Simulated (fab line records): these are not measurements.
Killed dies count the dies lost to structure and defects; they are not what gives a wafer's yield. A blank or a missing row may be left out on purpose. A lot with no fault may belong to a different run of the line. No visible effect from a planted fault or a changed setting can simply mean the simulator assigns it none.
Which tool is to blame? | flow berkeley-cmos170 | 14 lots, 42 wafers sampled, at 2 steps of a route of 331

## WHAT THE GAUGES SHOWED, per wafer
UCB170_M2_CD_MEAS_90: the cd target is 700 nm. Usual: cd-nm reads 700 nm (standard deviation 3.3).
lot  | measured     | on        | cd-nm (nm)  | flag
L396 | day 8 17:17  | cd-sem-02 | 701 700 698 |
L398 | day 8 20:55  | cd-sem-01 | 699 701 700 |
L401 | day 11 02:47 | cd-sem-01 | 696 699 701 |
L402 | day 11 03:04 | cd-sem-02 | 702 703 700 |
L403 | day 11 03:53 | cd-sem-02 | 698 698 694 |
L404 | day 11 05:12 | cd-sem-02 | 703 699 700 |
L405 | day 11 10:29 | cd-sem-01 | 701 702 700 |
L409 | day 12 05:08 | cd-sem-02 | 702 702 702 |
L410 | day 12 14:49 | cd-sem-02 | 701 697 697 |
L412 | day 12 21:05 | cd-sem-02 | 697 697 693 |
L414 | day 13 06:46 | cd-sem-02 | 703 703 702 |
L415 | day 13 11:38 | cd-sem-02 | 698 697 698 |
L418 | day 13 12:52 | cd-sem-01 | 701 701 697 |
L417 | day 13 13:21 | cd-sem-02 | 692 693 693 |

UCB170_V2_THK_MEAS_04. Usual: for V2_POLISHED_THK the level is 1000.3 nm and the standard deviation is 1.4.
lot  | measured     | on            | V2_POLISHED_THK (nm) | flag
L396 | day 8 18:03  | film-metro-04 | 1001.7 999.1 1000.8  |
L398 | day 8 21:40  | film-metro-01 | 1000.9 1002.5 1001.4 |
L401 | day 11 03:33 | film-metro-04 | 999.5 1001.6 999.9   |
L402 | day 11 03:51 | film-metro-01 | 999.7 998.8 999.7    |
L403 | day 11 04:39 | film-metro-04 | 1000.5 1001.4 1000.0 |
L404 | day 11 06:07 | film-metro-03 | 1002.6 1001.9 1001.5 |
L405 | day 11 11:14 | film-metro-01 | 1000.7 998.1 999.2   |
L409 | day 12 05:53 | film-metro-01 | 999.0 999.6 1000.5   |
L410 | day 12 15:39 | film-metro-04 | 1000.5 1000.9 999.3  |
L412 | day 12 21:55 | film-metro-04 | 1001.7 1001.0 998.5  |
L414 | day 13 07:30 | film-metro-01 | 1000.8 999.2 999.9   |
L415 | day 13 12:23 | film-metro-04 | 1000.4 1001.9 1002.5 |
L418 | day 13 13:40 | film-metro-03 | 998.2 996.5 998.7    |
L417 | day 13 14:06 | film-metro-01 | 999.2 1000.7 999.7   |

## EACH LOT AND THE TOOL THAT RAN IT (in order: tool; ch and the chambers of the sampled wafers; start)
Record: no process step prior to these readings.

## WHAT THE TOOLS THEMSELVES READ (means of the sampled wafers that have a number; where no wafer has one, the mark that the record gives instead)
The record holds no such reading with a usual standard deviation.

## THE ANSWER, worked out from the rows above alone
Rule: a lot is off if the mean of its wafers that have a number lies more than 3 standard deviations from the usual mean. A lot without any number at a reading at which 4 lots or more have one is off too. The other lots that the step has rows for count as sound. First the gauges in route order, then the tools' own readings, where a lot's mean is used as printed above. The first step at which some lot is off is used, and at that step the reading that is off furthest; a lot without a number counts as furthest.
No lot is off at any reading shown: from this, nothing can be told.

## WHAT WAS PUT IN BY THE SIMULATOR
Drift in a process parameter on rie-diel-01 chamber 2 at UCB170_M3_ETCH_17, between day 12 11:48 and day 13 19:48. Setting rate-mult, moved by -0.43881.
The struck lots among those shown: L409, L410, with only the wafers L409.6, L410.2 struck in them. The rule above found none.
